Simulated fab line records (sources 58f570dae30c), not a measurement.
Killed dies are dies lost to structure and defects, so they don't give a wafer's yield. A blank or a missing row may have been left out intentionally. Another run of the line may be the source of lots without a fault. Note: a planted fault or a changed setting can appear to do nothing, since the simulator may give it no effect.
Check for tools in common | flow berkeley-cmos170 | 14 lots, 42 wafers sampled

## WHY THIS WAS OPENED
Of 14 lots, 2 have the reading NLDD_TW flagged at UCB170_NLDD_TW_MEAS_11. No-fault wafers: 2232, standard deviation 19.
Rule: flag the lot when none of its wafers has a number, or when each of its wafers that has one lies beyond 4 standard deviations from that mean. The rest of the lots are taken to be sound.

lot  | measured     | on            | NLDD_TW, wafer by wafer | flag
L781 | day 6 05:43  | film-metro-01 | 2245 2214 2218          |
L783 | day 6 21:58  | film-metro-04 | 2195 2201 2199          |
L785 | day 7 08:41  | film-metro-01 | 2224 2230 2244          |
L786 | day 7 08:56  | film-metro-04 | 2197 2200 2201          |
L784 | day 7 09:26  | film-metro-01 | 2244 2240 2233          |
L789 | day 7 23:01  | film-metro-04 | 2209 2208 2212          |
L788 | day 7 23:13  | film-metro-03 | 2255 2259 2252          |
L795 | day 9 15:02  | film-metro-01 | 2234 2234 2233          |
L798 | day 10 00:29 | film-metro-03 | 2150 2143 2154          | FLAGGED
L800 | day 10 03:35 | film-metro-01 | 2248 2239 2232          |
L799 | day 10 03:54 | film-metro-01 | 2127 2134 2118          | FLAGGED
L801 | day 10 04:11 | film-metro-03 | 2251 2258 2256          |
L802 | day 10 14:47 | film-metro-01 | 2244 2235 2231          |
L803 | day 10 15:02 | film-metro-03 | 2258 2267 2245          |
The numbers of the flagged lots are 2138 on average: -94 against the usual, or -5 standard deviations.

## TOOL THAT RAN EACH LOT
3 process steps preceding the reading are held in the record, out of 331 steps in the route. In each cell: the tool, then ch and the chambers that the sampled wafers went through, then the start.
lot  | flag    | UCB170_PLDD_STRIP_10                 | UCB170_NLDD_IMPLANT_08          | UCB170_NLDD_STRIP_10
L781 |         | plasma-asher-04 ch 0,1, day 6 00:11  | implanter-03 ch 0, day 6 05:19  | plasma-asher-03 ch 0,1, day 6 05:37
L783 |         | plasma-asher-04 ch 0,1, day 6 20:13  | implanter-04 ch 0, day 6 21:35  | plasma-asher-02 ch 0,1, day 6 21:51
L785 |         | plasma-asher-02 ch 0,1, day 7 06:38  | implanter-03 ch 0, day 7 08:17  | plasma-asher-01 ch 0,1, day 7 08:35
L786 |         | plasma-asher-01 ch 0,1, day 7 06:55  | implanter-04 ch 0, day 7 08:32  | plasma-asher-02 ch 0,1, day 7 08:50
L784 |         | plasma-asher-02 ch 0,1, day 7 07:13  | implanter-03 ch 0, day 7 09:04  | plasma-asher-01 ch 0,1, day 7 09:21
L789 |         | plasma-asher-04 ch 0,1, day 7 19:36  | implanter-03 ch 0, day 7 22:38  | plasma-asher-02 ch 0,1, day 7 22:55
L788 |         | plasma-asher-01 ch 0,1, day 7 19:46  | implanter-02 ch 0, day 7 22:49  | plasma-asher-03 ch 0,1, day 7 23:07
L795 |         | plasma-asher-02 ch 1, day 9 12:58    | implanter-02 ch 0, day 9 14:40  | plasma-asher-03 ch 1, day 9 14:56
L798 | FLAGGED | plasma-asher-01 ch 0,1, day 9 21:40  | implanter-03 ch 0, day 10 00:05 | plasma-asher-03 ch 0,1, day 10 00:23
L800 |         | plasma-asher-01 ch 0,1, day 10 01:50 | implanter-02 ch 0, day 10 03:11 | plasma-asher-02 ch 0,1, day 10 03:29
L799 | FLAGGED | plasma-asher-04 ch 0,1, day 10 01:55 | implanter-03 ch 0, day 10 03:30 | plasma-asher-01 ch 0,1, day 10 03:48
L801 |         | plasma-asher-01 ch 0,1, day 10 02:07 | implanter-04 ch 0, day 10 03:48 | plasma-asher-03 ch 0,1, day 10 04:04
L802 |         | plasma-asher-02 ch 0, day 10 12:25   | implanter-04 ch 0, day 10 14:23 | plasma-asher-02 ch 0,1, day 10 14:40
L803 |         | plasma-asher-04 ch 0,1, day 10 11:56 | implanter-02 ch 0, day 10 14:38 | plasma-asher-03 ch 0,1, day 10 14:56
These steps, and what they do:
- UCB170_PLDD_STRIP_10: strips in O2.
- UCB170_NLDD_IMPLANT_08
- UCB170_NLDD_STRIP_10: strips in O2.
- UCB170_NLDD_TW_MEAS_11

## FLAGGED OVER TOTAL, TOOL BY TOOL (the gauges that took the reading come last)
step                   | tool            | lots run | flagged | share of the flagged lots | sound lots run after its first flagged lot
UCB170_PLDD_STRIP_10   | plasma-asher-01 | 5        | 1       | some                      | 2 (L800,L801)
UCB170_PLDD_STRIP_10   | plasma-asher-02 | 4        | 0       | none                      | -
UCB170_PLDD_STRIP_10   | plasma-asher-04 | 5        | 1       | some                      | 1 (L803)
UCB170_NLDD_IMPLANT_08 | implanter-02    | 4        | 0       | none                      | -
UCB170_NLDD_IMPLANT_08 | implanter-03    | 6        | 2       | all                       | 0
UCB170_NLDD_IMPLANT_08 | implanter-04    | 4        | 0       | none                      | -
UCB170_NLDD_STRIP_10   | plasma-asher-01 | 3        | 1       | some                      | 0
UCB170_NLDD_STRIP_10   | plasma-asher-02 | 5        | 0       | none                      | -
UCB170_NLDD_STRIP_10   | plasma-asher-03 | 6        | 1       | some                      | 2 (L801,L803)
UCB170_NLDD_TW_MEAS_11 | film-metro-01   | 7        | 1       | some                      | 1 (L802)
UCB170_NLDD_TW_MEAS_11 | film-metro-03   | 4        | 1       | some                      | 2 (L801,L803)
UCB170_NLDD_TW_MEAS_11 | film-metro-04   | 3        | 0       | none                      | -

## WHAT THE TABLE PERMITS
1 row of the table ran every flagged lot: implanter-03 at UCB170_NLDD_IMPLANT_08.
- implanter-03 at UCB170_NLDD_IMPLANT_08: 2 of its 6 lots flagged. Its last sound lot is L789 (day 7 22:38), its first flagged lot L798 (day 10 00:05): a fault that began between those two fits. Its own readings (dose-ions-cm2, faraday-current-uA) fall more than 4 standard deviations out on all wafers of the flagged lots.
One tool is left: implanter-03 at UCB170_NLDD_IMPLANT_08.

## WHAT HAD BEEN PUT IN BY THE SIMULATOR
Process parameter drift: implanter-03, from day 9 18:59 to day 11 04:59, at UCB170_NLDD_IMPLANT_08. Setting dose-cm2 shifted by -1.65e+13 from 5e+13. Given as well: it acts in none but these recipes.
Lots struck among those shown: L798, L799. The rule given above showed the same thing.
